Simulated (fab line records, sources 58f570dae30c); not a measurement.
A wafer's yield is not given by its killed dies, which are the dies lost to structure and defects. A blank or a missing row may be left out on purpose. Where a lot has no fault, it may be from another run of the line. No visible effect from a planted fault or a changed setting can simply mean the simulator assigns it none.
Comparing a struck lot with a sound one    flow berkeleyCmos170    14 steps out of a route of 331
Sound: these wafers, L704.3, L704.4, L704.6. The struck wafers were L709.1, L709.4, L709.6. The cause is given at the end.
Per side, at each step with rows, come the tool, then ch with its chambers, and then its first start. Under that, the readings that differ: sound wafers    struck wafers    difference of the means    sigmas: that difference in standard deviations of wafers without a fault.
alike: a reading whose means differ by less than 2 such deviations, as well as words and numbers matching on both sides. not compared: withheld readings; readings where some wafer has no value; bounds like >300 that might hide an equal value; numbers whose values overlap and for which the record gives no deviation.
A row with sigmas, a row that says differs or no value, or rows on one side alone: a step with any of these is where the two part. Numbers that don't overlap but have no deviation are shown without sigmas and don't part them. A reading missing from all wafers of one side parts the sides only when that side holds two or more wafers.

UCB170_CONTACT_ETCH_18: etches PSG in CHF3/CF4/Ar, stops on TiSi2, target depth 840 nm, time 195 s.
  sound on rieDiel-02 ch 0,3; struck on rieDiel-03 ch 0,1,2
  alike: CHF3_flow_sccm, drypumpMotorCurrentA, oesProductAu, throttleValvePct
  not compared: rfHoursCounterH
UCB170_CONTACT_STRIP_19: strips in O2.
  sound on plasmaAsher-03 ch 0,1, day 8 18:01; struck on plasmaAsher-02 ch 0, day 10 00:13
reading              sound              struck             difference  sigmas
oesProductAu (a.u.)  0.732 0.732 0.730  0.719 0.713 0.731  -0.010      -2
  alike: drypumpMotorCurrentA
  not compared: rfHoursCounterH
UCB170_CONTACT_CD_MEAS_90: the cd target is 700 nm.
  sound on cdSem-01 at day 8 18:07; struck on cdSem-01 at day 10 00:19
  alike: cdNm
then, 1 step without rows for these wafers: UCB170_CONTACT_CLEAN_20 (cleans in SPM, time 600 s).
UCB170_M1_SPUTTER_00: material Al, target thk 600 nm, time 80 s.
  sound on pvdSputter-02 at day 8 18:22; struck on pvdSputter-02 at day 10 00:37
  alike: throttleValvePct
UCB170_M1_RS_MEAS_01: measurement is done with a four-point probe.
  sound on filmMetro-03 at day 8 18:28; struck on filmMetro-03 at day 10 00:41
  alike: M1_AL_RS
UCB170_M1_THK_MEAS_02: measures by xrf.
  sound on filmMetro-03 at day 8 18:34; struck on filmMetro-03 at day 10 00:48
  alike: M1_AL_THK
then, 5 steps without rows for these wafers: UCB170_M1_COAT_03; UCB170_M1_COAT_04 (resist thk 900 nm); UCB170_M1_SOFTBAKE_05 (time 60 s); UCB170_M1_EXPOSE_06 (exposes mask METAL1, target cd 700 nm); UCB170_M1_PEB_07.
UCB170_M1_DEVELOP_08: develop time 45 s.
  struck on lithoTrack-02, day 10 01:00; sound on lithoTrack-04 ch 0, day 8 21:00
  no value came back on the struck wafers for chillPlateTempC (C), developTimeS (s); on the sound wafers chillPlateTempC (C) reads 23.16 22.94 23.07
reading                             sound              struck           difference  sigmas
model.KrF_of_M1_COAT_04.thkNm (nm)  884.3 879.2 880.5  903.6 903.2 900  +20.9       
UCB170_M1_CD_MEAS_09: the cd target is 700 nm.
  sound on cdSem-01 at day 8 21:23; struck on cdSem-01 at day 10 01:59
reading    sound              struck  difference                     sigmas
cdNm (nm)  699.5 699.7 699.6  - - -   no value on the struck wafers  

WHERE THEY PART
At UCB170_CONTACT_STRIP_19 first; at UCB170_M1_CD_MEAS_09 last (within this record only).

WHY: what the simulator had put in
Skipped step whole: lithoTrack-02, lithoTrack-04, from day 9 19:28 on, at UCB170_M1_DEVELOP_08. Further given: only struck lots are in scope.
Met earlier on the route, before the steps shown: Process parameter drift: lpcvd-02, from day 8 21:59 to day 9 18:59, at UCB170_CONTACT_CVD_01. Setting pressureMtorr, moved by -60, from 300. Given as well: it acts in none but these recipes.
